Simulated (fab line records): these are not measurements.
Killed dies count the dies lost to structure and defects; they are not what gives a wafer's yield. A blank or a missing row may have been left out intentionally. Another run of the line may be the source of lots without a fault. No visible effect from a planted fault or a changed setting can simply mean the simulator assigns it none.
The tool behind it: which one? + flow berkeley-cmos170 + 18 wafers from 6 lots sampled at 2 of the route's 331 steps

== WHAT THE GAUGES SHOWED, per wafer ==
UCB170_ACTIVE_CD_MEAS_13: target cd 1200 nm.
| lot  | measured    | on        | cd-nm (nm)           |
|------|-------------|-----------|----------------------|
| L232 | day 5 01:25 | cd-sem-01 | 1200.2 1199.6 1200.3 |
| L235 | day 5 20:57 | cd-sem-02 | 1200.2 1201.1 1199.9 |
| L237 | day 5 21:40 | cd-sem-01 | 1199.8 1201.5 1199.9 |
| L240 | day 6 13:01 | cd-sem-01 | 1200.1 1199.3 1201.1 |
| L245 | day 7 15:13 | cd-sem-01 | 1202.5 1201.7 1204.1 |
| L252 | day 9 06:38 | cd-sem-01 | 1198.5 1197.6 1198.1 |

== WHAT TOOL EACH LOT RAN ON (gives the tool, then ch and the chambers of the sampled wafers, and finally the start) ==
| lot  | UCB170_ACTIVE_EXPOSE_10          |
|------|----------------------------------|
| L232 | krf-scanner-02 ch 0, day 5 00:13 |
| L235 | krf-scanner-01 ch 0, day 5 19:57 |
| L237 | krf-scanner-01 ch 0, day 5 20:26 |
| L240 | krf-scanner-02 ch 0, day 6 12:15 |
| L245 | krf-scanner-02 ch 0, day 7 14:38 |
| L252 | krf-scanner-02 ch 0, day 9 06:07 |
- UCB170_ACTIVE_EXPOSE_10: exposes mask ACTIVE, target cd 1200 nm.

== THE ANSWER, worked out from the rows above alone ==
Rule: usual is defined by the lots themselves. The widest of any qualifying gaps counts: lots, ordered by their means at a reading, are off when they make up no more than a third of the lots, leave a main group of 4 or more, and stand apart from it by 3 or more times the standard deviation of that group's means. Not used: any main group whose means are identical at the precision the tables above print for the reading. A lot without any number at a reading at which 4 lots or more have one is off too. Where the step has rows for the other lots, those lots are counted as sound.
None of the lots is off at any reading shown; this tells nothing.

== WHAT HAD BEEN PUT IN BY THE SIMULATOR ==
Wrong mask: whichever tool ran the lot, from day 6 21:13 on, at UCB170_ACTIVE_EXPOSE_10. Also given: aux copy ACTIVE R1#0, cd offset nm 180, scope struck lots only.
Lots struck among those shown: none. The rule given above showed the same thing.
